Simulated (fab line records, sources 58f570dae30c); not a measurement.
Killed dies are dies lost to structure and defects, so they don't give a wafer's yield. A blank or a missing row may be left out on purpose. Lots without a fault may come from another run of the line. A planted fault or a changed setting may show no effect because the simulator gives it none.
Problem report in the 8D (eight disciplines) form, filled by code | flow berkeley_cmos170 | the parts of the form that need people (team, actions taken, sign-off) are left out

1. THE PROBLEM
SILICIDE_TI_RS at UCB170_SILICIDE_RS_MEAS_02 reads a mean of 38.4 ohm/sq on 6 wafers of 2 lots; wafers without a fault read 27.5 ohm/sq with a standard deviation of 0.39. That is +28 standard deviations from the usual mean.
The step: measures by four-point-probe.
First seen on wafer L351.1, day 10 22:16, on film_metro-01. The record holds 42 wafers of 14 lots with a number at this step. Rule for "out", or "out of limits": more than 4 standard deviations from the usual mean. The other wafers with a number count as sound.

2. WHAT IT IS AND WHAT IT IS NOT
question                    | is                     | is not
which readings at this step | SILICIDE_TI_RS         | -
which lots                  | L351, L353             | L331, L333, L334, L335, L338, L339, L340, L341, L343, L348, L350, L354
which wafers of those lots  | all that have a number | -
read on which gauges        | film_metro-01          | film_metro-02, film_metro-04
when                        | from day 10 22:16      | up to then (30 sound wafers); but 6 sound wafers of L350, L354 came after

3. SUSPECTS, AND WHAT RULES EACH OUT
Counting: a tool at a process step up to the reading stays a suspect if it ran every lot that is out and no sound lot after the first of them.
- the gauge at UCB170_SILICIDE_RS_MEAS_02: kept. All the wafers that are out were read on film_metro-01, and no step on other tools shows them out.
- pvd_sputter-02 at UCB170_SILICIDE_SPUTTER_01 (material Ti, target thk 30 nm, time 23.83 s): kept. It ran every lot that is out, first L351 (day 10 22:14), and no sound lot after that; its last sound lot up to then is L348 (day 10 02:50).
Left after counting: pvd_sputter-02 at UCB170_SILICIDE_SPUTTER_01, film_metro-01 at UCB170_SILICIDE_RS_MEAS_02.

4. THE CAUSE (what the simulator had put in)
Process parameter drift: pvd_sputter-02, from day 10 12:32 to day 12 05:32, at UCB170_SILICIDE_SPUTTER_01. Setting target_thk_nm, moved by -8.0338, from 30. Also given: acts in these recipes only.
Counting left 2 suspects, and this tool is among them.

5. THE CHAIN OF EFFECTS, in route order
Each row: a reading whose mean over the struck wafers that have a number lies more than 3 standard deviations from the usual. Only readings for which the record gives a usual standard deviation are gone through. hours: the time from each lot's start at the first step in this table that gives one to its start at this step, as a median over the lots. sigmas: the change in usual standard deviations.
hours | step                        | reading         | usual       | on struck wafers | change | sigmas
0     | UCB170_SILICIDE_RS_MEAS_02  | SILICIDE_TI_RS  | 27.5 ohm/sq | 38.4             | +10.9  | +28
2     | UCB170_SILICIDE_THK_MEAS_03 | SILICIDE_TI_THK | 28.1 nm     | 21.2             | -6.9   | -21
Later measuring or inspecting steps at which every struck wafer that the step has a row for has a number for every such reading, and none has moved that far: UCB170_CONTACT_CD_MEAS_15, UCB170_CONTACT_CD_MEAS_90.

6. WHAT WOULD HAVE CAUGHT IT SOONER
In this record the first reading out of limits at a measuring or inspecting step was taken at day 10 22:16, 10 hours after the fault began at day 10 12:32.
Of the tool readings at UCB170_SILICIDE_SPUTTER_01 for which the record gives a usual standard deviation, none was out on any struck wafer, so an alarm limit of 4 standard deviations on them would not have fired.
Of the lots that are out (2), L353 began UCB170_SILICIDE_SPUTTER_01 on pvd_sputter-02 after day 10 22:16. A hold on the tool at that time would have spared it.
